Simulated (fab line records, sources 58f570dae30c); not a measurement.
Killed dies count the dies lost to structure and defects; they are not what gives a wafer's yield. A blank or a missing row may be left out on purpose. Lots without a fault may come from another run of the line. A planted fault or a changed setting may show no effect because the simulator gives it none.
Matching of chambers -- flow berkeley_cmos170 -- 4 sister chambers for UCB170_ZERO_ETCH_06 on rie_diel-02
The step etches SiO2 in CHF3/CF4/Ar, time 12 s. 8 wafers are shown with their chamber, then 11 later ones without.

WAFERS PAIRED WITH THEIR CHAMBERS
wafer,chamber,drypump_motor_current_A (A),throttle_valve_pct (%)
L079.4,3,6.0,9.11
L082.2,3,6.0,9.15
L086.5,1,5.4,9.29
L086.6,0,6.8,9.30
L088.1,1,5.4,9.30
L088.4,2,5.7,9.36
L088.6,2,5.7,9.34
L090.2,0,6.7,9.30

WAFERS WHOSE CHAMBER IS MISSING
wafer,drypump_motor_current_A (A),throttle_valve_pct (%)
L090.3,5.7,9.35
L090.5,5.4,9.32
L093.2,6.7,9.31
L093.3,5.7,9.36
L093.4,6.0,9.14
L094.2,6.0,9.14
L094.4,5.7,9.36
L094.6,6.7,9.30
L096.3,6.7,9.31
L096.4,5.7,9.36
L096.6,5.7,9.34

CHAMBER TAKEN BY EACH
wafer,from the rows above,in truth
L090.3,2,2
L090.5,1,1
L093.2,0,0
L093.3,2,2
L093.4,3,3
L094.2,3,3
L094.4,2,2
L094.6,0,0
L096.3,0,0
L096.4,2,2
L096.6,2,2
11 of 11 placed correctly. Not placeable from these rows: 0. Placed wrongly: 0.
How it was worked out, from the rows above alone: a wafer's distance from a chamber is the root of the sum, over the readings, of the square of ((its reading less the chamber's mean) divided by the reading's scatter). The wafer belongs to the nearest chamber; if the next one is less than 2 further off, it can't be placed. For every chamber, the mean is computed from those of its wafers that are shown. How the scatter is found: for the shown wafers, subtract from each reading the mean of its chamber, square and add these, divide the total by (wafers less chambers), then take the root.
